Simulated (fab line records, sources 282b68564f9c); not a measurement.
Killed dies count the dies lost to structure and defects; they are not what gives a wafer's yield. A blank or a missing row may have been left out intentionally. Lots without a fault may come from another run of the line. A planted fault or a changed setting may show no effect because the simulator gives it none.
Lot-split experiment / flow ritCmos / 23 wafers read from 5 lots, route of 202 steps

ON THE SPLIT
At RIT_SILICIDE_SPUTTER_01 (material Ti, target thk 30 nm, time 240 s), the setting powerW was moved away from the recipe's 350 W on 6 of the 23 wafers read, by -11.3% to -7.1%. All remaining wafers had this setting at the recipe value.

SPLIT TO READING: what lies between them in the file, 1 step
- RIT_SILICIDE_RS_MEAS_02: measures by four-point-probe

THE READING
SILICIDE_TI_THK, in nm, at RIT_SILICIDE_THK_MEAS_03 (measures by xrf). Typical for fault-free wafers on this fab line: 30.2 nm, with standard deviation 0.35 nm.

wafer=L074.1; tool, chamber at the split=pvdSputter-03, -; powerW as run, W=350; against the recipe=recipe; SILICIDE_TI_THK, nm=29.7; against lot-mates on the recipe=-
wafer=L074.3; tool, chamber at the split=pvdSputter-03, -; powerW as run, W=350; against the recipe=recipe; SILICIDE_TI_THK, nm=29.5; against lot-mates on the recipe=-
wafer=L074.4; tool, chamber at the split=pvdSputter-03, -; powerW as run, W=350; against the recipe=recipe; SILICIDE_TI_THK, nm=30.1; against lot-mates on the recipe=-
wafer=L074.5; tool, chamber at the split=pvdSputter-03, -; powerW as run, W=350; against the recipe=recipe; SILICIDE_TI_THK, nm=29.9; against lot-mates on the recipe=-
wafer=L074.6; tool, chamber at the split=pvdSputter-03, -; powerW as run, W=350; against the recipe=recipe; SILICIDE_TI_THK, nm=29.5; against lot-mates on the recipe=-
wafer=L078.1; tool, chamber at the split=pvdSputter-01, -; powerW as run, W=350; against the recipe=recipe; SILICIDE_TI_THK, nm=30.7; against lot-mates on the recipe=-
wafer=L078.2; tool, chamber at the split=pvdSputter-01, -; powerW as run, W=350; against the recipe=recipe; SILICIDE_TI_THK, nm=30.9; against lot-mates on the recipe=-
wafer=L078.3; tool, chamber at the split=pvdSputter-01, -; powerW as run, W=350; against the recipe=recipe; SILICIDE_TI_THK, nm=30.5; against lot-mates on the recipe=-
wafer=L078.5; tool, chamber at the split=pvdSputter-01, -; powerW as run, W=350; against the recipe=recipe; SILICIDE_TI_THK, nm=30.6; against lot-mates on the recipe=-
wafer=L078.6; tool, chamber at the split=pvdSputter-01, -; powerW as run, W=350; against the recipe=recipe; SILICIDE_TI_THK, nm=30.7; against lot-mates on the recipe=-
wafer=L080.1; tool, chamber at the split=pvdSputter-01, -; powerW as run, W=350; against the recipe=recipe; SILICIDE_TI_THK, nm=30.0; against lot-mates on the recipe=-
wafer=L080.3; tool, chamber at the split=pvdSputter-01, -; powerW as run, W=350; against the recipe=recipe; SILICIDE_TI_THK, nm=30.0; against lot-mates on the recipe=-
wafer=L080.4; tool, chamber at the split=pvdSputter-01, -; powerW as run, W=310.3; against the recipe=-11.3%; SILICIDE_TI_THK, nm=26.5; against lot-mates on the recipe=-3.5
wafer=L080.5; tool, chamber at the split=pvdSputter-01, -; powerW as run, W=310.3; against the recipe=-11.3%; SILICIDE_TI_THK, nm=26.6; against lot-mates on the recipe=-3.4
wafer=L080.6; tool, chamber at the split=pvdSputter-01, -; powerW as run, W=310.3; against the recipe=-11.3%; SILICIDE_TI_THK, nm=26.4; against lot-mates on the recipe=-3.6
wafer=L082.1; tool, chamber at the split=pvdSputter-01, -; powerW as run, W=325.3; against the recipe=-7.1%; SILICIDE_TI_THK, nm=27.9; against lot-mates on the recipe=-2.8
wafer=L082.2; tool, chamber at the split=pvdSputter-01, -; powerW as run, W=325.3; against the recipe=-7.1%; SILICIDE_TI_THK, nm=28.2; against lot-mates on the recipe=-2.5
wafer=L082.4; tool, chamber at the split=pvdSputter-01, -; powerW as run, W=350; against the recipe=recipe; SILICIDE_TI_THK, nm=30.7; against lot-mates on the recipe=-
wafer=L082.5; tool, chamber at the split=pvdSputter-01, -; powerW as run, W=350; against the recipe=recipe; SILICIDE_TI_THK, nm=30.7; against lot-mates on the recipe=-
wafer=L082.6; tool, chamber at the split=pvdSputter-01, -; powerW as run, W=325.3; against the recipe=-7.1%; SILICIDE_TI_THK, nm=28.3; against lot-mates on the recipe=-2.4
wafer=L084.3; tool, chamber at the split=pvdSputter-01, -; powerW as run, W=350; against the recipe=recipe; SILICIDE_TI_THK, nm=30.5; against lot-mates on the recipe=-
wafer=L084.5; tool, chamber at the split=pvdSputter-01, -; powerW as run, W=350; against the recipe=recipe; SILICIDE_TI_THK, nm=30.3; against lot-mates on the recipe=-
wafer=L084.6; tool, chamber at the split=pvdSputter-01, -; powerW as run, W=350; against the recipe=recipe; SILICIDE_TI_THK, nm=30.5; against lot-mates on the recipe=-

THE FIT
A straight line over all 23 wafers: SILICIDE_TI_THK changes by +0.326 nm for each +1% of powerW; r = +0.96; the points scatter about the line by 0.4 nm.
The same after taking each lot's own level away (the mean of its wafers on the recipe; 23 wafers): +0.322 nm for each +1%; r = +0.99; scatter 0.2 nm.
On that fit, the largest move of powerW shifts the reading by 3.7 nm.
Across the lots, their own levels run from 29.74 to 30.70 nm, a range of 2.7 times the standard deviation given above.
The two slopes agree, so the slope changes little with the lot-to-lot level.
Check: with one of the wafers moved furthest among these (-11.3%) left out of the fit, the line predicts -3.73 nm for it against its lot-mates. It came out at -3.5 nm against them.

THE OTHER SPLITS THESE WAFERS WENT THROUGH
These wafers also went through other splits before the reading. Each is held against what the fit with the lots' levels taken away leaves over:
other split on the same wafers=RIT_NLDD_COAT_01 spinRpm; wafers away from the commonest value=10; r with SILICIDE_TI_THK (lot level and that fit taken away)=-0.02
other split on the same wafers=RIT_PLDD_SOFTBAKE_02 tempC; wafers away from the commonest value=10; r with SILICIDE_TI_THK (lot level and that fit taken away)=+0.07
other split on the same wafers=RIT_SPACER_CVD_03 tempC; wafers away from the commonest value=18; r with SILICIDE_TI_THK (lot level and that fit taken away)=-0.16

THE WHOLE CHAIN: every reading that the file lists as answering this split, in the file's order
step=RIT_SILICIDE_SPUTTER_01; what it does=material Ti, target thk 30 nm, time 240 s; reading=Ti_of_SILICIDE_SPUTTER_01.thkNm (the simulator's own value, which no gauge read); change (the file's fit)=+0.314 nm for each +1% of the setting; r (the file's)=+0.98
step=RIT_SILICIDE_RS_MEAS_02; what it does=measures by four-point-probe; reading=SILICIDE_TI_RS; change (the file's fit)=-0.7 for each +1% of the setting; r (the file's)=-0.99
step=RIT_SILICIDE_THK_MEAS_03; what it does=measures by xrf; reading=SILICIDE_TI_THK; change (the file's fit)=+0.32 for each +1% of the setting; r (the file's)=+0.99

THE FILE'S OWN FIT
SILICIDE_TI_THK changes by +0.32 nm for each +1% of powerW, r = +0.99.
